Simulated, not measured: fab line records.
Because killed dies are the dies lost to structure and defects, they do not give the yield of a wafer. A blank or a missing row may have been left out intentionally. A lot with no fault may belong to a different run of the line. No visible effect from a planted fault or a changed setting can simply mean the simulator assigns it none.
A struck lot beside a sound one | flow ritCmos | 15 out of 202 route steps
Sound: these wafers, L802.2, L802.5, L802.6. Struck: wafers L812.2, L812.3, L812.4. The cause comes at the end.
At each step with rows: each side's tool, then ch and its chambers, then its first start. Under that, the readings that differ: sound wafers | struck wafers | difference of the means | sigmas: that difference in standard deviations of wafers without a fault.
alike: a reading whose means differ by less than 2 such deviations, as well as words and numbers matching on both sides. not compared: withheld readings; readings where some wafer has no value; bounds like >300 that might hide an equal value; numbers whose values overlap and for which the record gives no deviation.
Wherever a step has rows on one side only, a row that says differs or no value, or a row with sigmas, the two part there. Numbers that don't overlap but have no deviation are shown without sigmas and don't part them. A reading missing from all wafers of one side parts the sides only when that side holds two or more wafers.

RIT_NLDD_OVL_MEAS_06:
  sound on overlay-01, day 3 10:29; struck on overlay-01, day 5 11:58
reading       | sound          | struck        | difference | sigmas
NLDD_OVL (nm) | -1.1 -4.0 -2.9 | -0.7 -0.4 1.8 | +2.9       | +2
then, 2 steps without rows for these wafers: RIT_NLDD_HARDBAKE_07 (time 60 s); RIT_NLDD_IMPLANT_08.
RIT_NLDD_STRIP_09: strips in O2, time 180 s.
  sound on plasmaAsher-03 ch 0,1, day 3 10:49; struck on plasmaAsher-03 ch 0,1, day 5 12:19
  alike: drypumpMotorCurrentA, o2FlowSccm
  not compared: rfHoursCounterH
RIT_NLDD_TW_MEAS_10:
  sound on filmMetro-04, day 3 11:00; struck on filmMetro-02, day 5 12:30
reading | sound          | struck         | difference | sigmas
NLDD_TW | 2508 2507 2506 | 2463 2458 2455 | -48        | -3
then, 6 steps without rows for these wafers: RIT_PLDD_HMDS_00 (prime time 60 s); RIT_PLDD_COAT_01 (resist thk 1000 nm); RIT_PLDD_SOFTBAKE_02 (time 60 s); RIT_PLDD_EXPOSE_03 (exposes mask M8, target cd 40900 nm); RIT_PLDD_PEB_04; RIT_PLDD_DEVELOP_05 (develop time 50 s).
RIT_PLDD_OVL_MEAS_06:
  sound on overlay-01, day 3 11:55; struck on overlay-01, day 5 13:25
  alike: PLDD_OVL
RIT_PLDD_HARDBAKE_07: time 60 s.
  sound on lithoTrack-01 ch 0, day 3 11:58; struck on lithoTrack-03 ch 0, day 5 13:28
reading                                  | sound                | struck               | difference | sigmas
heaterPowerTotalW (W)                    | 62.45 62.53 62.62    | 59.82 59.78 60.01    | -2.66      | -50
plateTempC (C)                           | 140.15 140.19 140.17 | 135.33 135.53 135.69 | -4.65      | -33
model.NOVOLAK_of_PLDD_COAT_01.thkNm (nm) | 880.7 883 881.4      | 889.6 888.5 893.7    | +8.9       | 
then, 2 steps without rows for these wafers: RIT_PLDD_IMPLANT_08; RIT_M1_PROBE_99.

== WHERE THEY PART ==
First at RIT_NLDD_OVL_MEAS_06; last, within this record, at RIT_PLDD_HARDBAKE_07.

WHY: whatever the simulator had introduced
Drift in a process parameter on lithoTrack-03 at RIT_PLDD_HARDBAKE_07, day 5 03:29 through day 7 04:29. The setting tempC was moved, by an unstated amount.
